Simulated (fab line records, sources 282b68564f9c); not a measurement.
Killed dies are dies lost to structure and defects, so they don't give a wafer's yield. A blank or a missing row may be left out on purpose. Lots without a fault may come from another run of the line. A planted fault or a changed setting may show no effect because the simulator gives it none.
fab line records | flow rit_cmos
record lots=6 wafers=18 last_day=8
route steps=202 shown NLDD@105 PLDD@114 M1@202
lots that met no fault: from a run of the same line without faults
start_h: hours from the record's first day to the start of the lot's first wafer shown | wait_h: hours since the lot's step before | " the same as in the row above | L1.1+2: a row that stands for several wafers | - no value, or no start given | * or withheld: withheld | < > ~ a bound
route shown NAME@n: a module of which the file shows steps, and the number in the route of the first | usual: mean/standard deviation of fault-free wafers | same: alike in all rows | chamber/n: place in a boat | sites: the reading at each site | _std_site: their standard deviation | _edge_site: outer sites' mean less inner sites' | radius_mm: how far each site lies from the wafer's centre | mask NAME#n: copy n | behind: the tool/chamber that last shaped the wafer | hold: why the lot was held/for how many hours/how that ended | device: the transistor (n, p or np) that didn't switch | end of line: the same wafers' tests at the end of the route | a step without rows: its recipe alone | killed: dies lost to structure and defects at the first sort, not the wafer's yield | map: a wafer's dies, x killed, . not, _ none there
set.NAME: the setting as run; set.NAME@STEP: as run at that earlier step | model.NAME: the simulator's own value behind a step, which no gauge read
lots at some steps of the route; a table a step, a row a wafer
services: from which hour (start_h, from the record's first day; less than 0 if before it) a tool's chamber was out of use, for how many hours, and why
## steps
# step RIT_NLDD_SOFTBAKE_02
# recipe resist=NOVOLAK temp_c=90 time_s=60
# step RIT_NLDD_EXPOSE_03
# recipe mask_id=M7 na=0.57 target_cd_nm=40700 dose_mj=250
# step RIT_NLDD_PEB_04
# recipe resist=NOVOLAK temp_c=withheld time_s=withheld
# step RIT_NLDD_DEVELOP_05
# recipe resist=NOVOLAK develop_time_s=50 dev_temp_c=23
# step RIT_NLDD_OVL_MEAS_06
# usual NLDD_OVL=1.0/1.1
# columns lot.wafer tool chamber start_h wait_h NLDD_OVL[nm]
L145.1 overlay-02 - 57.74 - 1.5
L145.4 " - " " 1.5
L145.5 " - " " 2.0
L147.1 overlay-01 - 68.89 - 2.5
L147.3 " - " " 2.6
L147.4 " - " " 2.5
L151.3 overlay-02 - 90.21 - 1.0
L151.4 " - " " 0.1
L151.5 " - " " 1.2
L155.3 overlay-02 - 106.60 - 1.5
L155.5 " - " " 1.8
L155.6 " - " " 0.7
L161.1 overlay-02 - 149.33 - 1.2
L161.3 " - " " 1.0
L161.5 " - " " 0.4
L163.2 overlay-02 - 164.78 - 0.9
L163.4 " - " " 0.4
L163.6 " - " " 0.7
# step RIT_NLDD_HARDBAKE_07
# recipe resist=NOVOLAK temp_c=140 time_s=60
# step RIT_NLDD_IMPLANT_08
# recipe species=P energy_kev=20 dose_cm2=5e+14 tilt_deg=7
# step RIT_NLDD_STRIP_09
# recipe chemistry=O2 time_s=180 resist=NOVOLAK platen_temp_c=withheld power_w=500 pressure_mtorr=4000 o2_flow_sccm=4000
# usual drypump_motor_current_A=5.8/0.52
# columns lot.wafer tool chamber start_h wait_h drypump_motor_current_A rf_hours_counter_h
L145.1 plasma_asher-04 1 58.07 0.1 6.1 41
L145.4 " 1 " " 6.1 -
L145.5 " 0 " " 5.4 -
L147.1 plasma_asher-04 1 69.22 0.1 6.1 41
L147.3 " 1 " " 6.1 -
L147.4 " 0 " " 5.4 -
L151.3 plasma_asher-02 0 90.59 0.1 6.6 -
L151.4 " 1 " " 5.5 -
L151.5 " 1 " " 5.5 -
L155.3 plasma_asher-02 0 106.98 0.1 6.6 -
L155.5 " 1 " " 5.4 -
L155.6 " 0 " " 6.6 -
L161.1 plasma_asher-02 0 149.93 0.1 6.6 50
L161.3 " 0 " " 6.6 -
L161.5 " 0 " " 6.6 -
L163.2 plasma_asher-02 1 165.11 0.1 5.5 52
L163.4 " 0 " " 6.6 -
L163.6 " 1 " " 5.5 -
# step RIT_NLDD_TW_MEAS_10
# usual NLDD_TW=2497/15
# columns lot.wafer tool chamber start_h wait_h NLDD_TW
L145.1 film_metro-01 - 58.25 0.1 2477
L145.4 " - " " 2463
L145.5 " - " " 2463
L147.1 film_metro-01 - 69.40 0.1 2476
L147.3 " - " " 2474
L147.4 " - " " 2480
L151.3 film_metro-02 - 90.73 0.1 2497
L151.4 " - " " 2494
L151.5 " - " " 2493
L155.3 film_metro-01 - 107.12 0.1 2496
L155.5 " - " " 2489
L155.6 " - " " 2485
L161.1 film_metro-01 - 150.10 0.1 2487
L161.3 " - " " 2502
L161.5 " - " " 2489
L163.2 film_metro-01 - 165.30 0.1 2482
L163.4 " - " " 2492
L163.6 " - " " 2488
# step RIT_PLDD_HMDS_00
# recipe prime_time_s=60 prime_temp_c=140
# step RIT_PLDD_COAT_01
# recipe resist=NOVOLAK spin_rpm=3250 resist_thk_nm=1000
# step RIT_PLDD_SOFTBAKE_02
# recipe resist=NOVOLAK temp_c=90 time_s=60
# step RIT_PLDD_EXPOSE_03
# recipe mask_id=M8 na=0.57 target_cd_nm=40900 dose_mj=250
# columns lot.wafer tool chamber start_h wait_h mask model.PLDD.overlay_x_nm
L145.1+4+5 iline_stepper-02 0 58.76 0.1 M8#0 0.6279
L147.1+3+4 iline_stepper-01 0 69.92 0.1 M8#0 -0.3226
L151.3+4+5 iline_stepper-01 0 91.38 0.2 M8#0 5793
L155.3+5+6 iline_stepper-01 0 107.77 0.2 M8#0 5793
L161.1+3+5 iline_stepper-02 0 150.68 0.1 M8#0 -1.534
L163.2+4+6 iline_stepper-02 0 165.82 0.1 M8#0 1.033
# step RIT_PLDD_PEB_04
# recipe resist=NOVOLAK temp_c=withheld time_s=withheld
# step RIT_PLDD_DEVELOP_05
# recipe resist=NOVOLAK develop_time_s=50 dev_temp_c=23
# step RIT_PLDD_OVL_MEAS_06
# usual PLDD_OVL=0.1/1.6
# columns lot.wafer tool chamber start_h wait_h PLDD_OVL[nm]
L145.1 overlay-02 - 59.16 - -0.4
L145.4 " - " " -0.7
L145.5 " - " " -1.1
L147.1 overlay-02 - 70.44 - -0.1
L147.3 " - " " -0.8
L147.4 " - " " 2.0
L151.3 overlay-02 - 91.75 - -
L151.4 " - " " -
L151.5 " - " " -
L155.3 overlay-01 - 108.15 - -
L155.5 " - " " -
L155.6 " - " " -
L161.1 overlay-02 - 151.08 - -2.9
L161.3 " - " " -2.4
L161.5 " - " " -3.1
L163.2 overlay-02 - 166.20 - 0.4
L163.4 " - " " 0.2
L163.6 " - " " -0.2
# step RIT_PLDD_HARDBAKE_07
# recipe resist=NOVOLAK temp_c=140 time_s=60
# step RIT_M1_PROBE_99
# usual killed_at_contacts=0.1/0.24 killed_at_front_end=7/3.1 killed_dies=7/3.1 killed_on_rim=1.9/1.3 killed_open=3.3/1.9 killed_short=3.9/2.1
# same gross_dies=264 killed_at_M0_to_M3=0 killed_at_M4_up=0 killed_at_back_side=0 killed_at_other=0
# columns lot.wafer tool chamber start_h wait_h killed_at_contacts killed_at_front_end killed_dies killed_on_rim killed_open killed_short model.etest.nmos_0p15.r_on_ohm_um model.etest.nmos_0p3.r_on_ohm_um model.etest.pldd.width_nm model.etest.nmos_0p15.drive_ua_um model.etest.nmos_narrow.drive_ua_um model.etest.nmos_0p3.drive_ua_um model.etest.pldd.line_ohm_um model.etest.nmos_0p15.swing_mv_dec
L145.1 prober-01 - 73.28 0.1 0 8 8 2 4 4 1098 2127 3170 478.2 218.2 224.1 151.2 86.42
L145.4 prober-01 - 73.43 0.2 0 10 10 2 4 6 1101 2149 3166 467.8 217.2 221.5 146 86.18
L145.5 prober-01 - 73.48 0.2 0 5 5 0 1 4 1121 2185 3158 477.3 214.9 219.3 150.8 87.02
L147.1 prober-01 - 85.39 0.1 0 4 4 1 2 2 1098 2168 3179 452.4 217.5 217.8 160.4 86.7
L147.3 prober-01 - 85.49 0.2 0 1 1 0 0 1 1120 2152 3147 477.6 221.4 226.3 150.6 86.9
L147.4 prober-01 - 85.54 0.2 0 10 10 3 2 8 1088 2103 3155 479.2 225 228.2 152.7 85.95
L151.3 prober-01 - 105.88 0.2 0 264 264 70 4 5 5966 6190 2178 216.2 153.3 150.9 200 105.1
L151.4 prober-01 - 105.93 0.2 0 264 264 70 1 5 - - 2178 - - - 200.2 -
L151.5 prober-01 - 105.98 0.2 0 264 264 70 6 6 - - 2184 - - - 201.4 -
L155.3 prober-01 - 122.51 0.2 0 264 264 70 1 1 - - 2173 - - - 214.4 -
L155.5 prober-01 - 122.61 0.2 0 264 264 70 5 1 9671 8412 2160 176 130.2 132 228 119
L155.6 prober-01 - 122.66 0.2 0 264 264 70 0 8 - - 2177 - - - 228.5 -
L161.1 prober-02 - 165.30 0.1 0 6 6 1 1 5 1155 2201 3178 448.1 215.7 218.1 158.4 85.74
L161.3 prober-02 - 165.40 0.2 1 6 7 2 5 2 1144 2205 3173 455.4 220.1 220.9 155 85.83
L161.5 prober-02 - 165.50 0.2 0 7 7 1 2 5 1169 2208 3158 444.3 214.5 216.2 162.5 85.79
L163.2 prober-01 - 180.46 0.1 0 6 6 2 2 4 1092 2130 3184 495.4 228.2 229.4 177.1 86.4
L163.4 prober-01 - 180.56 0.2 0 12 12 3 4 8 1081 2136 3165 495.1 225.1 228 168.9 86.85
L163.6 prober-01 - 180.66 0.2 0 3 3 1 1 2 1090 2122 3167 479.1 223.5 224.9 170.9 86.77
# killed by level:class
L145.1 GATE:geometric_particle:short=2 REOX:geometric_particle:open=2 FOX2:geometric_particle:open=1 GATE:geometric_particle:open=1 SPACER:geometric_particle:short=1 SILICIDE:geometric_particle:short=1
L145.4 FOX2:geometric_particle:short=2 GATE:geometric_particle:short=2 FOX1:geometric_particle:open=1 FOX1:geometric_particle:short=1 FOX2:geometric_particle:open=1 GATE:geometric_particle:open=1 SILICIDE:geometric_particle:short=1 SILICIDE:geometric_particle:open=1
L145.5 GATE:geometric_particle:short=1 REOX:geometric_particle:short=1 SPACER:geometric_particle:open=1 SPACER:geometric_particle:short=1 SILICIDE:geometric_particle:short=1
L147.1 GATE:geometric_particle:short=1 GATE:geometric_particle:open=1 SILICIDE:geometric_particle:short=1 SILICIDE:geometric_particle:open=1
L147.3 GATE:geometric_particle:short=1
L147.4 GATE:geometric_particle:short=5 FOX2:geometric_particle:short=1 FOX2:geometric_particle:open=1 GATE:geometric_particle:open=1 REOX:geometric_particle:short=1 SPACER:geometric_particle:short=1
L151.3 PLDD:overlay=255 GATE:geometric_particle:open=2 GATE:geometric_particle:short=2 FOX2:geometric_particle:short=1 REOX:geometric_particle:short=1 SPACER:geometric_particle:open=1 SILICIDE:geometric_particle:open=1 SILICIDE:geometric_particle:short=1
L151.4 PLDD:overlay=258 REOX:geometric_particle:short=3 GATE:geometric_particle:short=2 SILICIDE:geometric_particle:open=1
L151.5 PLDD:overlay=252 GATE:geometric_particle:open=5 GATE:geometric_particle:short=2 REOX:geometric_particle:short=2 FOX2:geometric_particle:short=1 SPACER:geometric_particle:open=1 SILICIDE:geometric_particle:short=1
L155.3 PLDD:overlay=262 GATE:geometric_particle:open=1 SPACER:geometric_particle:short=1
L155.5 PLDD:overlay=258 REOX:geometric_particle:open=4 GATE:geometric_particle:open=1 REOX:geometric_particle:short=1
L155.6 PLDD:overlay=256 FOX1:geometric_particle:short=4 SPACER:geometric_particle:short=2 REOX:geometric_particle:short=1 SILICIDE:geometric_particle:short=1
L161.1 FOX1:geometric_particle:short=2 REOX:geometric_particle:short=2 SPACER:geometric_particle:short=1 SILICIDE:geometric_particle:open=1
L161.3 REOX:geometric_particle:open=3 GATE:geometric_particle:open=2 GATE:geometric_particle:short=1 CONTACT:geometric_particle:short=1
L161.5 FOX1:geometric_particle:short=1 FOX2:geometric_particle:short=1 GATE:geometric_particle:open=1 GATE:geometric_particle:short=1 REOX:geometric_particle:open=1 REOX:geometric_particle:short=1 SILICIDE:geometric_particle:short=1
L163.2 SPACER:geometric_particle:short=3 FOX1:geometric_particle:short=1 GATE:geometric_particle:open=1 SPACER:geometric_particle:open=1
L163.4 GATE:geometric_particle:open=3 GATE:geometric_particle:short=3 SPACER:geometric_particle:short=3 FOX1:geometric_particle:open=1 REOX:geometric_particle:short=1 SILICIDE:geometric_particle:short=1
L163.6 GATE:geometric_particle:short=1 SILICIDE:geometric_particle:short=1 SILICIDE:geometric_particle:open=1
# map L151.3 (x killed, . not)
________xxxxxxx_______
_____xxxxxxxxxxxxx____
____xxxxxxxxxxxxxxx___
___xxxxxxxxxxxxxxxxx__
__xxxxxxxxxxxxxxxxxxx_
__xxxxxxxxxxxxxxxxxxx_
_xxxxxxxxxxxxxxxxxxxxx
_xxxxxxxxxxxxxxxxxxxxx
_xxxxxxxxxxxxxxxxxxxxx
_xxxxxxxxxxxxxxxxxxxxx
__xxxxxxxxxxxxxxxxxxx_
__xxxxxxxxxxxxxxxxxxx_
___xxxxxxxxxxxxxxxxx__
____xxxxxxxxxxxxxxx___
_____xxxxxxxxxxxxx____
________xxxxxxx_______
# map L155.3 (x killed, . not)
________xxxxxxx_______
_____xxxxxxxxxxxxx____
____xxxxxxxxxxxxxxx___
___xxxxxxxxxxxxxxxxx__
__xxxxxxxxxxxxxxxxxxx_
__xxxxxxxxxxxxxxxxxxx_
_xxxxxxxxxxxxxxxxxxxxx
_xxxxxxxxxxxxxxxxxxxxx
_xxxxxxxxxxxxxxxxxxxxx
_xxxxxxxxxxxxxxxxxxxxx
__xxxxxxxxxxxxxxxxxxx_
__xxxxxxxxxxxxxxxxxxx_
___xxxxxxxxxxxxxxxxx__
____xxxxxxxxxxxxxxx___
_____xxxxxxxxxxxxx____
________xxxxxxx_______
## services
# columns tool chamber start_h hours kind
plasma_asher-04 - 35.24 10.0 pm
plasma_asher-02 - 44.58 1.2 repair
plasma_asher-04 - 47.58 3.2 repair
iline_stepper-02 0 59.27 - calibration
iline_stepper-01 0 60.40 - calibration
plasma_asher-02 - 92.16 14.6 pm
iline_stepper-01 - 111.55 2.7 repair
plasma_asher-04 - 116.94 2.9 repair
## key
first_sign step=RIT_PLDD_OVL_MEAS_06 reading=PLDD_OVL direction=missing
effect step=RIT_M1_PROBE_99 reading=killed_at_front_end direction=up sigmas=84 usual=7 struck=264
model_effect step=RIT_PLDD_EXPOSE_03 value=PLDD.overlay_x_nm without=0.7789 struck=5793
model_effect step=RIT_M1_PROBE_99 value=etest.nmos_0p15.r_on_ohm_um without=1091 struck=7818
more_kills_born_at RIT_PLDD_EXPOSE_03@iline_stepper-01=1541
met_at RIT_PLDD_EXPOSE_03
struck_wafers L151.3,L151.4,L151.5,L155.3,L155.5,L155.6
tester_left_out L151,L155
onset_between 69.92 91.38
fault kind=scanner_matching_overlay tool=iline_stepper-01 chamber=- onset_h=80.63 steps=RIT_PLDD_EXPOSE_03 offset=5792.3
# tester_left_out: of these lots the tester's yield and bins aren't shown, on N5 and GAA mostly nor the transistor test; their killed dies are dies lost to structure and defects alone, not to doping, threshold or leakage, so they don't give the yield
